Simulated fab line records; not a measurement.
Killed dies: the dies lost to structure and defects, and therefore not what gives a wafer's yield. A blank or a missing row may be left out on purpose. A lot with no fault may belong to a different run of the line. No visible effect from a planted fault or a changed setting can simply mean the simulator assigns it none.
Chamber matching / flow berkeley-cmos170 / 4 sister chambers for UCB170_V1_CMP_02 on cmp-02
The step polishes SiO2. 4 wafers are shown with their chamber, then 7 later ones without.

EACH WAFER AND ITS CHAMBER
wafer=L524.4; chamber=0; motor-current-A (A)=17.7
wafer=L530.5; chamber=3; motor-current-A (A)=12.7
wafer=L534.2; chamber=2; motor-current-A (A)=15.2
wafer=L534.3; chamber=1; motor-current-A (A)=16.8

WAFERS MISSING THEIR CHAMBER
wafer=L534.6; motor-current-A (A)=17.1
wafer=L536.1; motor-current-A (A)=17.3
wafer=L536.2; motor-current-A (A)=13.0
wafer=L536.6; motor-current-A (A)=14.7
wafer=L538.3; motor-current-A (A)=18.7
wafer=L538.4; motor-current-A (A)=12.3
wafer=L538.6; motor-current-A (A)=15.2

CHAMBER TAKEN BY EACH
wafer=L534.6; from the rows above=can't be placed: 1 or 0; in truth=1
wafer=L536.1; from the rows above=can't be placed: 0 or 1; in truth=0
wafer=L536.2; from the rows above=3; in truth=3
wafer=L536.6; from the rows above=2; in truth=2
wafer=L538.3; from the rows above=can't be placed: 0 or 1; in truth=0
wafer=L538.4; from the rows above=3; in truth=3
wafer=L538.6; from the rows above=2; in truth=2
4 of 7 placed correctly. Not placeable from these rows: 3 (in 3, the candidates include the true chamber). Wrongly placed: 0.
How it was worked out, from the rows above alone: a wafer's distance from a chamber is the root of the sum, over the readings, of the square of ((its reading less the chamber's mean) divided by the reading's scatter). If the next closest chamber is less than 2 further off than the closest, the wafer can't be placed; otherwise it belongs to the closest. The mean given for a chamber averages the wafers shown for that chamber. The scatter: root of mean squared gap, hidden wafer to nearest shown wafer, with one shown wafer a chamber.
